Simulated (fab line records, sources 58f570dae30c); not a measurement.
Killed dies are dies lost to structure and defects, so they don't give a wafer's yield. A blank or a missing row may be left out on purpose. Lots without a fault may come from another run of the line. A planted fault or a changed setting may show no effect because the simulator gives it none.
Split-lot experiment | flow berkeley_cmos170 | 5 lots, 23 wafers read, on a route of 331 steps

THE SPLIT
At UCB170_NWELL_IMPLANT_14, the setting energy_kev was moved away from the recipe's 150 on 4 of the 23 wafers read, by +2.3% to +2.7%. The other wafers ran this setting at the recipe's value.

The reading is taken at the split's own step.

THE READING
implant.drp_nm (the simulator's own value, which no gauge read), in nm, at UCB170_NWELL_IMPLANT_14. The file gives no usual value for it.

wafer  | tool, chamber at the split | energy_kev as run | against the recipe | implant.drp_nm, nm | against lot-mates on the recipe
L074.1 | implanter-03, 0            | 150               | recipe             | 62.72              | -
L074.2 | implanter-03, 0            | 150               | recipe             | 62.72              | -
L074.3 | implanter-03, 0            | 150               | recipe             | 62.72              | -
L074.4 | implanter-03, 0            | 150               | recipe             | 62.72              | -
L074.6 | implanter-03, 0            | 150               | recipe             | 62.72              | -
L075.1 | implanter-01, 0            | 150               | recipe             | 62.72              | -
L075.2 | implanter-01, 0            | 150               | recipe             | 62.72              | -
L075.3 | implanter-01, 0            | 150               | recipe             | 62.72              | -
L075.5 | implanter-01, 0            | 150               | recipe             | 62.72              | -
L075.6 | implanter-01, 0            | 150               | recipe             | 62.72              | -
L076.1 | implanter-03, 0            | 154.1             | +2.7%              | 64.01              | +1.29
L076.6 | implanter-03, 0            | 154.1             | +2.7%              | 64.01              | +1.29
L076.2 | implanter-03, 0            | 150               | recipe             | 62.72              | -
L076.3 | implanter-03, 0            | 150               | recipe             | 62.72              | -
L076.5 | implanter-03, 0            | 150               | recipe             | 62.72              | -
L079.1 | implanter-01, 0            | 150               | recipe             | 62.72              | -
L079.2 | implanter-01, 0            | 150               | recipe             | 62.72              | -
L079.6 | implanter-01, 0            | 150               | recipe             | 62.72              | -
L079.3 | implanter-01, 0            | 153.5             | +2.3%              | 63.83              | +1.11
L079.5 | implanter-01, 0            | 153.5             | +2.3%              | 63.83              | +1.11
L084.2 | implanter-04, 0            | 150               | recipe             | 62.72              | -
L084.3 | implanter-04, 0            | 150               | recipe             | 62.72              | -
L084.5 | implanter-04, 0            | 150               | recipe             | 62.72              | -

THE FIT
A straight line over all 23 wafers: implant.drp_nm changes by +0.474 nm for each +1% of energy_kev; r = +1.00; the points scatter about the line by 0.0021 nm.
The same after taking each lot's own level away (the mean of its wafers on the recipe; 23 wafers): +0.474 nm for each +1%; r = +1.00; scatter 0.0021 nm.
On that fit, the largest move of energy_kev shifts the reading by 1.3 nm.
The lots' own levels span 62.720 to 62.720 nm.
So the lot-to-lot level changes the slope little: the two slopes agree.
Check: with one of the wafers moved furthest among these (+2.7%) left out of the fit, the line predicts +1.3 nm for it against its lot-mates. It came out at +1.29 nm against them.

OTHER SPLITS ON THESE WAFERS
These wafers also went through other splits before the reading. Each is held against what the fit with the lots' levels taken away leaves over:
other split on the same wafers | wafers away from the commonest value | r with implant.drp_nm (lot level and that fit taken away)
UCB170_ZERO_COAT_01 spin_rpm   | 8                                    | -0.14
UCB170_NWELL_CVD_04 temp_c     | 15                                   | -0.29

THE FILE'S OWN FIT
implant.drp_nm changes by +0.472 nm for each +1% of energy_kev, r = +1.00.
